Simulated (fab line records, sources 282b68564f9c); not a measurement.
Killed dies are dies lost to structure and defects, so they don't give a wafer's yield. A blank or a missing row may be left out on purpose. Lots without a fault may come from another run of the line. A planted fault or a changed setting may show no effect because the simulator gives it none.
One fault seen from 2 desks | flow rit_cmos | each desk has only its own numbers; what lay behind them comes last

THE METROLOGY DESK
What the gauges read, lot by lot, whatever tool the lot ran on: means of the sampled wafers that have a number. A lot is out of limits, marked OUT, if its mean lies more than 4 standard deviations from the usual mean; the brackets give that distance.
Columns: A = cd_nm at RIT_ACTIVE_CD_MEAS_90, usual 1400.1 nm; B = FOX1_OXIDE_THK at RIT_FOX1_THK_MEAS_01, usual 350 nm; C = GATE_OVL at RIT_GATE_OVL_MEAS_17, usual 0.6 nm
lot  | first seen here | A      | B              | C
L983 | day 1 15:53     | 1397.6 | 345            | -1.2
L984 | day 1 22:20     | 1395.7 | 367            | 1.5
L985 | day 2 01:23     | 1400.9 | 358            | 0.2
L986 | day 2 06:12     | 1398.1 | 353            | 2.1
L987 | day 2 11:04     | 1398.8 | 355            | 3.1
L988 | day 2 16:15     | 1398.5 | 390 (+5.7) OUT | -0.4
L989 | day 2 21:10     | 1398.2 | 392 (+5.9) OUT | 0.5
L991 | day 3 07:11     | 1403.5 | 385 (+4.9) OUT | 0.2
L992 | day 3 14:04     | 1403.2 | 344            | 1.6
L993 | day 3 18:37     | 1402.7 | 350            | 1.7
L994 | day 4 04:02     | 1399.0 | 350            | 0.7
L999 | day 4 23:36     | 1403.3 | 347            | 0.5
L101 | day 5 10:28     | 1398.5 | 347            | 0.4
L104 | day 6 00:59     | 1400.3 | 345            | 0.8
L105 | day 6 05:13     | 1400.4 | 355            | -0.1
This desk's finding: out of limits on L988, L989, L991; first on L988, day 2 19:22 (FOX1_OXIDE_THK at RIT_FOX1_THK_MEAS_01). In limits: L983, L984, L985, L986, L987, L992, L993, L994, L999, L101, L104, L105.

THE TOOL OWNER'S DESK: furnace-04
The tool's own readings at RIT_FOX1_OXIDATION_00 (target thk 350.7 nm, ox time 1130 s): means of the sampled wafers that have a number, for each lot that ran on this tool. A lot is out of limits, marked OUT, if its mean lies more than 4 standard deviations from the usual mean; the brackets give that distance.
Columns: A = spike_tc_source_C at RIT_FOX1_OXIDATION_00, usual 1126.2 C
lot  | first seen here | A
L985 | day 2 04:52     | 1123.3
L986 | day 2 08:07     | 1124.1
L987 | day 2 12:04     | 1123.1
L988 | day 2 18:03     | 1123.4
L989 | day 2 21:46     | 1124.1
L991 | day 3 10:58     | 1123.4
This desk's finding: nothing out of limits on any of the 6 lots.

PUT TOGETHER
The metrology desk could have raised an alarm at day 2 19:22, on L988, L989, L991.
The tool owner's desk saw nothing out of limits.
The tool owner's desk has L988, L989, L991 on record, within its limits.
Of the lots named, all ran RIT_FOX1_OXIDATION_00 on furnace-04.

WHAT THE SIMULATOR HAD PUT IN
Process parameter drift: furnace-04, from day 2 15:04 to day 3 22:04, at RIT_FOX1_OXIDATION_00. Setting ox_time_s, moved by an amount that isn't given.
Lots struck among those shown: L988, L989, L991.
Hours from the fault's start to each desk's first reading out of limits: the metrology desk, 4.
